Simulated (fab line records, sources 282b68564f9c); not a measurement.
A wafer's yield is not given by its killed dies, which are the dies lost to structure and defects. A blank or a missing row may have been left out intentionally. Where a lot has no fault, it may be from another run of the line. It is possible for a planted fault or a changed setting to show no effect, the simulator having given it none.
The same fault as seen by 2 desks | flow rit_cmos | what lay behind the numbers comes last; until then each desk has only its own

AT THE METROLOGY DESK
Means of the sampled wafers that have a number, per lot and without regard to the tool the lot ran on: this is what the gauges read. If a lot's mean is further than 4 standard deviations from the usual mean, the lot is out of limits and carries the mark OUT (the distance appears in the brackets).
Columns: A = NSD_TW at RIT_NSD_TW_MEAS_10, usual 3127; B = cd_nm at RIT_M1_CD_MEAS_09, usual 2599.8 nm
lot  | first seen here | A    | B
L263 | day 3 02:17     | 3104 | 2596.9
L264 | day 3 04:30     | 3103 | 2599.6
L265 | day 3 11:06     | 3096 | 2597.0
L267 | day 3 21:13     | 3151 | 2597.9
L268 | day 4 01:00     | 3149 | 2600.6
L269 | day 4 04:34     | 3151 | 2601.9
L271 | day 4 15:16     | 3145 | 2603.8
L276 | day 5 17:12     | 3122 | 2598.9
L277 | day 5 22:04     | 3135 | 2600.3
L280 | day 6 13:06     | 3144 | 2598.2
L283 | day 7 04:49     | 3153 | 2602.2
L284 | day 7 08:12     | 3125 | 2598.6
L285 | day 7 13:01     | 3117 | 2599.7
L286 | day 7 17:30     | 3122 | 2601.7
Finding of this desk: none of the 14 lots has anything out of limits.

DESK OF THE TOOL OWNER: plasma_asher-03
The tool's own readings at RIT_ACTIVE_STRIP_14 (strips in O2, time 180 s): means of the sampled wafers that have a number, for each lot that ran on this tool. If a lot's mean is further than 4 standard deviations from the usual mean, the lot is out of limits and carries the mark OUT (the distance appears in the brackets).
Columns: A = drypump_motor_current_A at RIT_ACTIVE_STRIP_14, usual 5.6 A
lot  | first seen here | A
L263 | day 1 15:02     | 5.6
L264 | day 1 20:41     | 5.2
L265 | day 2 00:50     | 5.2
L267 | day 2 10:50     | 5.7
L271 | day 3 06:58     | 5.2
L285 | day 6 04:50     | 5.6
L286 | day 6 10:08     | 5.2
Finding of this desk: none of the 7 lots has anything out of limits.

TAKEN TOGETHER
Metrology desk: nothing out of limits seen.
The desk of the tool owner found nothing out of limits.

WHAT WAS PUT IN BY THE SIMULATOR
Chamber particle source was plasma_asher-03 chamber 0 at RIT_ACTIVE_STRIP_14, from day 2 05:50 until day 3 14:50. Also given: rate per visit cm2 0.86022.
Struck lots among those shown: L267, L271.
